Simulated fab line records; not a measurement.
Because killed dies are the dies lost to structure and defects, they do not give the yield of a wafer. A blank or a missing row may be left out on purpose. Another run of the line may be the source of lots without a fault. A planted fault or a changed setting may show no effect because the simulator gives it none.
Problem report, 8D (eight disciplines) form, completed by code    flow ritCmos    the parts of the form that need people (team, actions taken, sign-off) are left out

## 1. WHAT WENT WRONG
Mean GATE_OXIDE_THK at RIT_GATE_THK_MEAS_07: 2.49 nm over 9 wafers in 3 lots; fault-free wafers: 2.98 nm, standard deviation 0.054. That is -9.1 standard deviations from the usual mean.
First observed at day 3 01:54: wafer L915.3, on filmMetro-02. The record has a number at this step for 45 wafers belonging to 15 lots. By rule, "out" or "out of limits" means more than 4 standard deviations away from the usual mean. The other wafers with a number count as sound.

## 2. WHAT IT IS, AND WHAT IT ISN'T
question                     is                                        is not
which readings at this step  GATE_OXIDE_THK                            -
which lots                   L915, L918, L919                          L912, L913, L916, L921, L924, L925, L930, L931, L932, L933, L934, L935
which wafers of those lots   all that have a number                    -
read on which gauges         filmMetro-01, filmMetro-02, filmMetro-03  -
when                         from day 3 01:54                          up to then (6 sound wafers); but 30 sound wafers of L916, L921, L924, L925, L930, L931, L932, L933, L934, L935 came after

## 3. SUSPECTS, AND WHAT RULES EACH OUT
Counting: any tool at a process step up to the reading is kept as a suspect provided that every lot that is out went through it and no sound lot did after the first of them.
- the gauge at RIT_GATE_THK_MEAS_07 is ruled out. 3 gauges (filmMetro-01, filmMetro-02, filmMetro-03) read the wafers that are out.
- furnace-02 at RIT_GATE_OXIDATION_05 (target thk 3 nm, ox time 270 s): ruled out as a lasting fault. Sound lots L930, L932, L933, L935 ran on it after its first lot that is out, L915 (day 3 00:33).
Left after counting: nothing in the record.

## 4. THE CAUSE (what the simulator had put in)
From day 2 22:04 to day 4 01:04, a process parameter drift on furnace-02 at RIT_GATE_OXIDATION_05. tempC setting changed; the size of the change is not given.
It was ruled out by counting, in error; the rule expects a fault to strike all lots run on its tool from its start on, and this fault did not.

## 5. SEQUENCE OF EFFECTS, ordered by route
Each row: a reading where the mean over the struck wafers with a number is more than 3 standard deviations away from the usual. Readings are gone through only where the record gives a usual standard deviation; hours: the median, over the lots, of the time from a lot's start at the first step in this table giving one to that lot's start at this step; sigmas: the change measured in usual standard deviations.
hours  step                   reading                 usual     on struck wafers  change  sigmas
0      RIT_GATE_OXIDATION_05  spikeTcCentreC          902.6 C   888.4             -14.2   -13
0      RIT_GATE_OXIDATION_05  spikeTcLoadC            926.2 C   911.1             -15.1   -9.4
0      RIT_GATE_OXIDATION_05  spikeTcSourceC          928.7 C   915.3             -13.4   -7.0
0      RIT_GATE_OXIDATION_05  tubeCenterTempC         900.01 C  886.00            -14.01  -99 or more
0      RIT_GATE_OXIDATION_05  tube_center_temp_C_max  902.3     888.2             -14.1   -39
1      RIT_GATE_THK_MEAS_07   GATE_OXIDE_THK          2.98 nm   2.49              -0.49   -9.1
The process steps in it:
- RIT_GATE_OXIDATION_05: target thk 3 nm, ox time 270 s.

## 6. HOW IT WOULD HAVE BEEN CAUGHT EARLIER
The first out-of-limits reading at a measuring or inspecting step in this record came at day 3 01:54, 4 hours after the fault's start at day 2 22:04.
Tool's own readings at RIT_GATE_OXIDATION_05, spikeTcCentreC, spikeTcLoadC, spikeTcSourceC, tubeCenterTempC, tube_center_temp_C_max: out on all struck wafers the step has rows for; an alarm limit on them would have tripped on the first.
